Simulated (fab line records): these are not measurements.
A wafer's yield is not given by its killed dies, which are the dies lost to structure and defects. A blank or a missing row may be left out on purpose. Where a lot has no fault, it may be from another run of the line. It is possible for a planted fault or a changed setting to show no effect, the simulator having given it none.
Split-lot trial + flow rit-cmos + route with 202 steps; 5 lots, 23 wafers read

== ABOUT THE SPLIT ==
At RIT_NWELL_COAT_01 (resist thk 1300 nm), the setting spin-rpm was moved away from the recipe's 2000 rpm on 9 of the 23 wafers read, by -7.2% to -2.2%. For the rest of the wafers, this setting stayed at what the recipe calls for.

== FROM THE SPLIT TO THE READING: what the file shows between them, 3 steps ==
- RIT_NWELL_SOFTBAKE_02: time 60 s
- RIT_NWELL_EXPOSE_03: exposes mask M2, target cd 43900 nm
- RIT_NWELL_DEVELOP_05: develop time 68 s

== THE READING ==
NOVOLAK_of_NWELL_COAT_01.thk-nm (the simulator's own value, which no gauge read), in nm, at RIT_NWELL_HARDBAKE_07 (time 120 s). No usual value for it is given in the file. Average 1135 nm, standard deviation 2.5 nm, over the 14 wafers here run with the recipe.

| wafer  | tool, chamber at the split | spin-rpm as run, rpm | against the recipe | NOVOLAK_of_NWELL_COAT_01.thk-nm, nm | against lot-mates on the recipe |
|--------|----------------------------|----------------------|--------------------|-------------------------------------|---------------------------------|
| L075.1 | litho-track-04, 0          | 2000                 | recipe             | 1139                                | -                               |
| L075.2 | litho-track-04, 0          | 2000                 | recipe             | 1136                                | -                               |
| L075.5 | litho-track-04, 0          | 2000                 | recipe             | 1136                                | -                               |
| L075.4 | litho-track-04, 0          | 1856                 | -7.2%              | 1180                                | +43                             |
| L075.6 | litho-track-04, 0          | 1856                 | -7.2%              | 1178                                | +41                             |
| L076.1 | litho-track-04, 0          | 2000                 | recipe             | 1134                                | -                               |
| L076.3 | litho-track-04, 0          | 2000                 | recipe             | 1139                                | -                               |
| L076.4 | litho-track-04, 0          | 1955                 | -2.2%              | 1148                                | +12                             |
| L076.5 | litho-track-04, 0          | 1955                 | -2.2%              | 1151                                | +14                             |
| L076.6 | litho-track-04, 0          | 1955                 | -2.2%              | 1150                                | +14                             |
| L078.2 | litho-track-04, 0          | 2000                 | recipe             | 1135                                | -                               |
| L078.3 | litho-track-04, 0          | 2000                 | recipe             | 1136                                | -                               |
| L078.4 | litho-track-04, 0          | 1919                 | -4.0%              | 1164                                | +28                             |
| L078.5 | litho-track-04, 0          | 1919                 | -4.0%              | 1155                                | +19                             |
| L078.6 | litho-track-04, 0          | 2000                 | recipe             | 1137                                | -                               |
| L082.1 | litho-track-03, 0          | 2000                 | recipe             | 1136                                | -                               |
| L082.2 | litho-track-03, 0          | 2000                 | recipe             | 1138                                | -                               |
| L082.6 | litho-track-03, 0          | 2000                 | recipe             | 1133                                | -                               |
| L083.1 | litho-track-03, 0          | 2000                 | recipe             | 1131                                | -                               |
| L083.2 | litho-track-03, 0          | 2000                 | recipe             | 1131                                | -                               |
| L083.3 | litho-track-03, 0          | 1862                 | -6.9%              | 1174                                | +42                             |
| L083.5 | litho-track-03, 0          | 1862                 | -6.9%              | 1175                                | +43                             |
| L083.6 | litho-track-03, 0          | 2000                 | recipe             | 1133                                | -                               |

THE FIT
A straight line over all 23 wafers: NOVOLAK_of_NWELL_COAT_01.thk-nm changes by -5.9 nm for each +1% of spin-rpm; r = -0.99; the points scatter about the line by 2.6 nm.
The same after taking each lot's own level away (the mean of its wafers on the recipe; 23 wafers): -5.99 nm for each +1%; r = -0.99; scatter 2.1 nm.
The reading moves by 43 nm for the largest change in spin-rpm, on that fit.
The lots' own levels span 1131.7 to 1137.0 nm, that is 2.1 times the standard deviation above.
The two slopes are in agreement: the lot-to-lot level therefore moves the slope only a little.
Check: for one of the wafers moved furthest among these (-7.2%), held out of the fit, the line's prediction against its lot-mates is +43 nm. It came out at +43 nm against them.

== ADDITIONAL SPLITS CARRIED BY THESE WAFERS ==
Other splits were also applied to these wafers ahead of the reading. Each is held against what the fit with the lots' levels taken away leaves over:
| other split on the same wafers   | wafers away from the commonest value | r with NOVOLAK_of_NWELL_COAT_01.thk-nm (lot level and that fit taken away) |
|----------------------------------|--------------------------------------|----------------------------------------------------------------------------|
| RIT_ACTIVE_CVD_03 pressure-mtorr | 15                                   | +0.08                                                                      |
| RIT_ACTIVE_COAT_06 spin-rpm      | 6                                    | -0.03                                                                      |

== THE WHOLE CHAIN: every reading that the file lists as answering this split, in the file's order ==
| step                  | what it does       | reading                                                                          | change (the file's fit)              | r (the file's) |
|-----------------------|--------------------|----------------------------------------------------------------------------------|--------------------------------------|----------------|
| RIT_NWELL_COAT_01     | resist thk 1300 nm | NOVOLAK_of_NWELL_COAT_01.thk-nm (the simulator's own value, which no gauge read) | -6.93 nm for each +1% of the setting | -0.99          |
| RIT_NWELL_HARDBAKE_07 | time 120 s         | NOVOLAK_of_NWELL_COAT_01.thk-nm (the simulator's own value, which no gauge read) | -5.97 nm for each +1% of the setting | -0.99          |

== FILE'S OWN FIT ==
NOVOLAK_of_NWELL_COAT_01.thk-nm changes by -5.97 nm for each +1% of spin-rpm, r = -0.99.
